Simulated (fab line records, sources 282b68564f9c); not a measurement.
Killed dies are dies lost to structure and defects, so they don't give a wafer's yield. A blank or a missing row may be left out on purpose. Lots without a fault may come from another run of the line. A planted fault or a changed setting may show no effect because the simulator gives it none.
A struck lot beside a sound one | flow rit_cmos | 45 steps out of a route of 202
Sound: wafers L880.2, L880.4, L880.5. Struck: wafers L887.1, L887.3, L887.4. The cause comes at the end.
At each step with rows: each side's tool, then ch and its chambers, then its first start. Under that, the readings that differ: sound wafers | struck wafers | difference of the means | sigmas: that difference in standard deviations of wafers without a fault.
alike: readings whose means differ by less than 2 such deviations, and words and numbers that are the same on both sides. not compared: withheld readings, readings that some wafer has no value for, bounds like >300 that may hide the same value, and numbers for which the record gives no deviation and whose values overlap.
The two part at a step that has a row with sigmas, a row that says differs or no value, or rows on one side only. Numbers that don't overlap but have no deviation are shown without sigmas and don't part them. A reading that every wafer of one side lacks parts them only if that side has two wafers or more.

first, 1 step without rows for these wafers: RIT_ACTIVE_DEVELOP_10 (develop time 50 s).
RIT_ACTIVE_CD_MEAS_11: target cd 1400 nm.
  sound on cd_sem-02, day 2 20:52; struck on cd_sem-02, day 4 09:44
  alike: cd_nm
then, 1 step without rows for these wafers: RIT_ACTIVE_HARDBAKE_12 (time 60 s).
RIT_ACTIVE_ETCH_13: etches Si3N4 in SF6, stops on SiO2, time 210 s, target depth 210 nm.
  sound on rie_diel-02 ch 0,1,2, day 2 21:07; struck on rie_diel-02 ch 1,2,3, day 4 10:01
  alike: drypump_motor_current_A, oes_product_au, rf_fwd_power_W, throttle_valve_pct
  not compared: rf_hours_counter_h
RIT_ACTIVE_STRIP_14: strips in O2, time 180 s.
  sound on plasma_asher-04 ch 0,1, day 2 21:15; struck on plasma_asher-02 ch 0,1, day 4 10:08
  alike: drypump_motor_current_A
  not compared: rf_hours_counter_h
RIT_ACTIVE_CD_MEAS_90: target cd 1400 nm.
  sound on cd_sem-01, day 2 21:26; struck on cd_sem-02, day 4 10:19
  alike: cd_nm
then, 4 steps without rows for these wafers: RIT_ACTIVE_CLEAN_15 (cleans in SC1, time 600 s); RIT_ACTIVE_CLEAN_16 (cleans in dHF, time 30 s); RIT_ACTIVE_CLEAN_17 (cleans in SC2, time 600 s); RIT_FOX1_OXIDATION_00 (target thk 350.7 nm, ox time 1130 s).
RIT_FOX1_THK_MEAS_01:
  sound on film_metro-03, day 3 00:44; struck on film_metro-01, day 4 12:08
  reading             | sound       | struck      | difference | sigmas
  FOX1_OXIDE_THK (nm) | 342 340 345 | 360 354 355 | +14        | +2
then, 1 step without rows for these wafers: RIT_FOX1_WET_ETCH_02 (etches SiO2 in BOE, target depth 350 nm, time 390 s).
RIT_FOX2_OXIDATION_00: target thk 350.7 nm, ox time 1130 s.
  sound on furnace-01 ch 0, day 3 01:04; struck on furnace-04 ch 0, day 4 12:19
  reading                                     | sound                | struck               | difference | sigmas
  spike_tc_centre_C (C)                       | 1102.6 1101.5 1102.2 | 1189.0 1189.0 1189.4 | +87.0      | +89
  spike_tc_load_C (C)                         | 1122 1122 1123       | 1216 1214 1216       | +93        | +30
  spike_tc_source_C (C)                       | 1120 1124 1122       | 1211 1212 1212       | +90        | +26
  tube_center_temp_C (C)                      | 1100.1 1099.9 1100   | 1186.3 1186.5 1186.3 | +86.4      | +99 or more
  tube_center_temp_C_max                      | 1103.8 1102.6 1103.5 | 1189.1 1189.0 1188.7 | +85.6      | +99 or more
  zone_power_load_pct (%)                     | 47.5 47.7 47.6       | 56.8 55.2 54.4       | +7.9       | +4
  zone_power_source_pct (%)                   | 40.3 40.3 39.7       | 46.4 47.4 46.9       | +6.8       | +4
  model.SiO2_of_FOX2_OXIDATION_00.thk_nm (nm) | 344.7 352.4 351.6    | 468 477.1 468.4      | +122       |
  model.Si3N4_of_ACTIVE_CVD_03.thk_nm (nm)    | 132.6 132.8 132.2    | 127.6 131.4 129.1    | -3.2       |
RIT_FOX2_THK_MEAS_01:
  sound on film_metro-02, day 3 02:23; struck on film_metro-02, day 4 13:38
  reading             | sound       | struck      | difference | sigmas
  FOX2_OXIDE_THK (nm) | 345 352 352 | 468 477 468 | +121       | +23
RIT_FOX2_CLEAN_02: cleans in dHF, time 180 s.
  sound on wet_bench-01 ch 2, day 3 02:26; struck on wet_bench-01 ch 3, day 4 13:41
  reading                                  | sound             | struck          | difference | sigmas
  model.Si3N4_of_ACTIVE_CVD_03.thk_nm (nm) | 132.2 132.4 131.8 | 127.2 131 128.6 | -3.2       |
then, 1 step without rows for these wafers: RIT_FOX2_WET_ETCH_03 (etches Si3N4 in H3PO4, target depth 195 nm, time 2700 s).
RIT_FOX2_THK_MEAS_90:
  sound on film_metro-04, day 3 03:16; struck on film_metro-03, day 4 14:30
  reading                     | sound       | struck      | difference | sigmas
  FIELD_OXIDE_LEFT_1_THK (nm) | 317 325 324 | 440 449 441 | +121       | +23
then, 6 steps without rows for these wafers: RIT_NWELL_HMDS_00 (prime time 60 s); RIT_NWELL_COAT_01 (resist thk 1300 nm); RIT_NWELL_SOFTBAKE_02 (time 60 s); RIT_NWELL_EXPOSE_03 (exposes mask M2, target cd 43900 nm); RIT_NWELL_PEB_04; RIT_NWELL_DEVELOP_05 (develop time 68 s).
RIT_NWELL_OVL_MEAS_06:
  sound on overlay-02, day 3 04:25; struck on overlay-02, day 4 15:52
  alike: NWELL_OVL
then, 2 steps without rows for these wafers: RIT_NWELL_HARDBAKE_07 (time 120 s); RIT_NWELL_IMPLANT_08.
RIT_NWELL_STRIP_09: strips in O2, time 180 s.
  sound on plasma_asher-01 ch 0,1, day 3 04:50; struck on plasma_asher-01 ch 0,1, day 4 16:19
  alike: drypump_motor_current_A
  not compared: rf_hours_counter_h
RIT_NWELL_TW_MEAS_10:
  sound on film_metro-01, day 3 05:02; struck on film_metro-01, day 4 16:29
  alike: NWELL_TW
then, 6 steps without rows for these wafers: RIT_PWELL_HMDS_00 (prime time 60 s); RIT_PWELL_COAT_01 (resist thk 1300 nm); RIT_PWELL_SOFTBAKE_02 (time 60 s); RIT_PWELL_EXPOSE_03 (exposes mask M3, target cd 43700 nm); RIT_PWELL_PEB_04; RIT_PWELL_DEVELOP_05 (develop time 68 s).
RIT_PWELL_OVL_MEAS_06:
  sound on overlay-02, day 3 05:58; struck on overlay-01, day 4 17:25
  alike: PWELL_OVL
then, 2 steps without rows for these wafers: RIT_PWELL_HARDBAKE_07 (time 120 s); RIT_PWELL_IMPLANT_08.
RIT_PWELL_STRIP_09: strips in O2, time 180 s.
  sound on plasma_asher-04 ch 0,1, day 3 06:23; struck on plasma_asher-03 ch 0,1, day 4 17:52
  reading                     | sound       | struck      | difference | sigmas
  drypump_motor_current_A (A) | 6.5 6.5 5.5 | 5.5 5.5 5.4 | -0.7       | -2
  not compared: rf_hours_counter_h
RIT_PWELL_TW_MEAS_10:
  sound on film_metro-03, day 3 06:35; struck on film_metro-03, day 4 18:02
  alike: PWELL_TW
then, 1 step without rows for these wafers: RIT_WELLDRIVE_ANNEAL_00 (time 14700 s).
RIT_WELLDRIVE_RS_MEAS_01: measures by four-point-probe.
  sound on film_metro-03, day 3 14:06; struck on film_metro-03, day 5 00:22
  alike: NWELL_RS
RIT_WELLDRIVE_RS_MEAS_02: measures by four-point-probe.
  sound on film_metro-03, day 3 14:13; struck on film_metro-03, day 5 00:29
  alike: PWELL_RS
RIT_FOX2_THK_MEAS_91:
  sound on film_metro-03, day 3 18:03; struck on film_metro-04, day 5 04:26
  reading                     | sound       | struck      | difference | sigmas
  FIELD_OXIDE_LEFT_2_THK (nm) | 249 257 256 | 371 381 372 | +121       | +22
RIT_SILICIDE_WET_ETCH_00: etches SiO2 in BOE, target depth 14 nm, time 15 s.
  sound on wet_bench-02 ch 2, day 4 14:03; struck on wet_bench-04 ch 2, day 6 00:14
  reading                                     | sound         | struck            | difference | sigmas
  model.SiO2_of_FOX2_OXIDATION_00.thk_nm (nm) | 144 153.1 151 | 266.8 277.1 268.5 | +121.4     |
RIT_M1_PROBE_99:
  the record has rows for the struck wafers here (prober-01, day 6 08:48) and none for the sound ones

WHERE THEY PART
First at RIT_FOX1_THK_MEAS_01; last, within this record, at RIT_M1_PROBE_99.

WHY: what the simulator had put in
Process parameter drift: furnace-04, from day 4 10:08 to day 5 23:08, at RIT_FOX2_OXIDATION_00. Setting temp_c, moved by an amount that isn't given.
